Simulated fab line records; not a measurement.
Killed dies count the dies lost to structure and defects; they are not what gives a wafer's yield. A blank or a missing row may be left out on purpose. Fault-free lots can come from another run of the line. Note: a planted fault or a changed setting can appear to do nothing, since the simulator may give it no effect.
The tool behind it: which one?	flow berkeleyCmos170	7 lots, 21 wafers sampled, at 2 steps of a route of 331

WHAT THE GAUGES READ, wafer by wafer
UCB170_ACTIVE_CD_MEAS_13: the cd target is 1200 nm.
lot	measured	on	cdNm (nm)
L195	day 4 22:52	cdSem-01	1197.5 1198.3 1199.1
L198	day 5 05:36	cdSem-01	1201.9 1200.9 1200.2
L200	day 5 05:41	cdSem-02	1200.5 1202.1 1202.3
L206	day 6 13:55	cdSem-01	1200.7 1199.2 1200.6
L210	day 7 07:30	cdSem-01	1201.5 1201.9 1202.0
L212	day 7 22:21	cdSem-02	1200.4 1199.7 1200.1
L216	day 8 15:35	cdSem-02	1199.6 1198.8 1198.9

EACH LOT AND THE TOOL THAT RAN IT (in order: tool; ch and the chambers of the sampled wafers; start)
lot	UCB170_ZERO_STRIP_07
L195	plasmaAsher-04 ch 0,1, day 2 06:44
L198	plasmaAsher-01 ch 0,1, day 2 21:22
L200	plasmaAsher-03 ch 0,1, day 3 04:07
L206	plasmaAsher-04 ch 1, day 4 08:00
L210	plasmaAsher-01 ch 0,1, day 5 05:19
L212	plasmaAsher-01 ch 0,1, day 5 14:39
L216	plasmaAsher-04 ch 0,1, day 6 13:06
- UCB170_ZERO_STRIP_07: strips in O2.

THE ANSWER, worked out from the rows above alone
Rule: usual is defined by the lots themselves. Put in order of their means at a reading, lots are off if they are a third of the lots or fewer, leave a main group of 4 or more, and stand apart from it by a gap of 3 or more times the standard deviation of the main group's means; of several such gaps the widest counts. A main group is skipped when, at the precision printed for the reading in the tables above, its means are all equal. Also off: a lot with no number at a reading for which 4 or more lots have one. All remaining lots with rows at the step are treated as sound.
Nothing can be told from this: no lot is off at any reading shown.

WHAT THE SIMULATOR HAD PUT IN
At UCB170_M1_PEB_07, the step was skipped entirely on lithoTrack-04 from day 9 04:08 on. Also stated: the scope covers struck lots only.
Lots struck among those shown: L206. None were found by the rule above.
